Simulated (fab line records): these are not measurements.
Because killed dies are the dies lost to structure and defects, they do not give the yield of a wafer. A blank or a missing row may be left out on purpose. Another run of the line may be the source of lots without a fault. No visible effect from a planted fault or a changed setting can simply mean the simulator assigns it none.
Which tool was responsible? ; flow ritCmos ; 15 lots, 45 wafers sampled, at 3 steps of a route of 202

== WHAT THE GAUGES SHOWED, per wafer ==
RIT_NLDD_TW_MEAS_10. Usual: for NLDD_TW the level is 2481 and the standard deviation is 13.
lot;measured;on;NLDD_TW;flag
L979;day 2 22:09;filmMetro-01;2482 2479 2485;
L980;day 3 00:35;filmMetro-04;2488 2476 2491;
L981;day 3 09:13;filmMetro-02;2471 2473 2481;
L982;day 3 11:14;filmMetro-01;2471 2459 2469;
L983;day 3 16:53;filmMetro-02;2479 2475 2466;
L984;day 3 21:01;filmMetro-01;2461 2475 2474;
L985;day 4 01:20;filmMetro-01;2467 2477 2477;
L989;day 5 00:02;filmMetro-01;2496 2489 2493;
L990;day 5 02:14;filmMetro-04;1543 1550 1548;OFF
L991;day 5 10:46;filmMetro-02;1540 1555 1555;OFF
L992;day 5 13:28;filmMetro-04;2504 2477 2489;
L993;day 5 21:14;filmMetro-02;1572 1568 1578;OFF
L997;day 6 16:35;filmMetro-04;2483 2487 2472;
L999;day 7 02:18;filmMetro-04;2476 2466 2466;
L100;day 7 04:51;filmMetro-04;2465 2475 2466;

RIT_SDANNEAL_RS_MEAS_07: measurement is done with a four-point probe. Usual: for NLDD_RS the level is 151.5 ohm/sq and the standard deviation is 0.52.
lot;measured;on;NLDD_RS (ohm/sq);flag
L979;day 3 06:11;filmMetro-01;151.2 150.6 151.2;
L980;day 3 08:52;filmMetro-02;151.3 151.4 151.9;
L981;day 3 18:08;filmMetro-01;151.9 152.1 151.6;
L982;day 3 21:01;filmMetro-02;152.6 152.3 152.3;
L983;day 4 00:47;filmMetro-01;150.8 150.5 150.8;
L984;day 4 04:55;filmMetro-02;152.1 151.3 151.8;
L985;day 4 09:32;filmMetro-01;151.0 150.9 151.1;
L989;day 5 08:59;filmMetro-02;151.8 151.4 151.7;
L990;day 5 11:07;filmMetro-04;519.9 517.7 523.8;OFF
L991;day 5 18:40;filmMetro-02;522.5 516.4 515.9;OFF
L992;day 5 22:37;filmMetro-01;151.1 151.2 151.4;
L993;day 6 04:55;filmMetro-02;504.3 505.4 503.3;OFF
L997;day 7 01:35;filmMetro-04;151.6 151.7 151.8;
L999;day 7 11:03;filmMetro-02;151.9 151.8 151.8;
L100;day 7 12:39;filmMetro-01;151.1 151.0 151.4;

== TOOL THAT RAN EACH LOT (tool first, then ch and the chambers of the sampled wafers, then the start) ==
lot;RIT_NLDD_IMPLANT_08
L979;implanter-03 ch 0, day 2 21:49
L980;implanter-02 ch 0, day 3 00:16
L981;implanter-04 ch 0, day 3 08:53
L982;implanter-04 ch 0, day 3 10:54
L983;implanter-02 ch 0, day 3 16:33
L984;implanter-03 ch 0, day 3 20:41
L985;implanter-02 ch 0, day 4 01:01
L989;implanter-04 ch 0, day 4 23:43
L990;implanter-03 ch 0, day 5 01:55
L991;implanter-03 ch 0, day 5 10:26
L992;implanter-02 ch 0, day 5 13:09
L993;implanter-03 ch 0, day 5 20:58
L997;implanter-04 ch 0, day 6 16:17
L999;implanter-02 ch 0, day 7 01:59
L100;implanter-04 ch 0, day 7 04:32
- RIT_NLDD_IMPLANT_08

== WHAT THE TOOLS THEMSELVES READ (means of the sampled wafers that have a number; where no wafer has one, the mark that the record gives instead) ==
RIT_NLDD_IMPLANT_08. Usual: doseIonsCm2 5e+14, standard deviation 4.8e+11; endStationPressureTorr 6.2e-06 Torr, standard deviation 3.6e-07; faradayCurrentUA 1572, standard deviation 30.
lot;tool;doseIonsCm2;endStationPressureTorr (Torr);faradayCurrentUA;flag
L979;implanter-03;5e+14;6.3e-06;1591;
L980;implanter-02;5e+14;6.2e-06;1579;
L981;implanter-04;5e+14;6.2e-06;1606;
L982;implanter-04;5e+14;6.2e-06;1594;
L983;implanter-02;5e+14;6.2e-06;1533;
L984;implanter-03;5e+14;6.3e-06;1589;
L985;implanter-02;5e+14;6.2e-06;1576;
L989;implanter-04;5e+14;6.3e-06;1550;
L990;implanter-03;1e+14;5.2e-06;319;OFF
L991;implanter-03;1e+14;5.1e-06;318;OFF
L992;implanter-02;5e+14;6.7e-06;1557;
L993;implanter-03;1e+14;5.2e-06;316;OFF
L997;implanter-04;5e+14;6.2e-06;1557;
L999;implanter-02;5e+14;6.2e-06;1556;
L100;implanter-04;5e+14;6.3e-06;1545;

== THE ANSWER, worked out from the rows above alone ==
Rule: a lot counts as off when the mean over its wafers that have a number is more than 3 standard deviations away from the usual mean. Also off: a lot with no number at a reading for which 4 or more lots have one. Where the step has rows for the other lots, those lots are counted as sound. The gauges are gone through in route order, then the tools' own readings, and for those a lot's mean is taken as printed above. The first step at which some lot is off is used, and at that step the reading that is off furthest; a lot without a number counts as furthest.
Off: at RIT_NLDD_TW_MEAS_10 (NLDD_TW), L990, L991, L993.
If a tool, at a process step before that reading, ran all the lots that are off and no sound lot after the first of them, it fits. Not tried: the gauges at RIT_NLDD_TW_MEAS_10; whatever is off there is also off at RIT_NLDD_IMPLANT_08, on other tools, and gauge error can't account for it. One fits: RIT_NLDD_IMPLANT_08 on implanter-03. Its last sound lot is L984 (day 3 20:41), its first lot that is off L990 (day 5 01:55): a fault that began between those two fits.
The tool's own readings at RIT_NLDD_IMPLANT_08 bear it out: on the lots that are off they differ by more than 5 times the standard deviation of the sound lots' means. doseIonsCm2 reads 1e+14 there against 5e+14 on the sound lots; endStationPressureTorr reads 5.2e-06 Torr there against 6.3e-06 Torr on the sound lots; faradayCurrentUA reads 318 there against 1569 on the sound lots.

== WHAT THE SIMULATOR HAD INSERTED ==
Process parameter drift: implanter-03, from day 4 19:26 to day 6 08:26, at RIT_NLDD_IMPLANT_08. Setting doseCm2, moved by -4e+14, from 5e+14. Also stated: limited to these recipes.
Shown lots that were struck: L990, L991, L993. This agrees with what the rule above found.
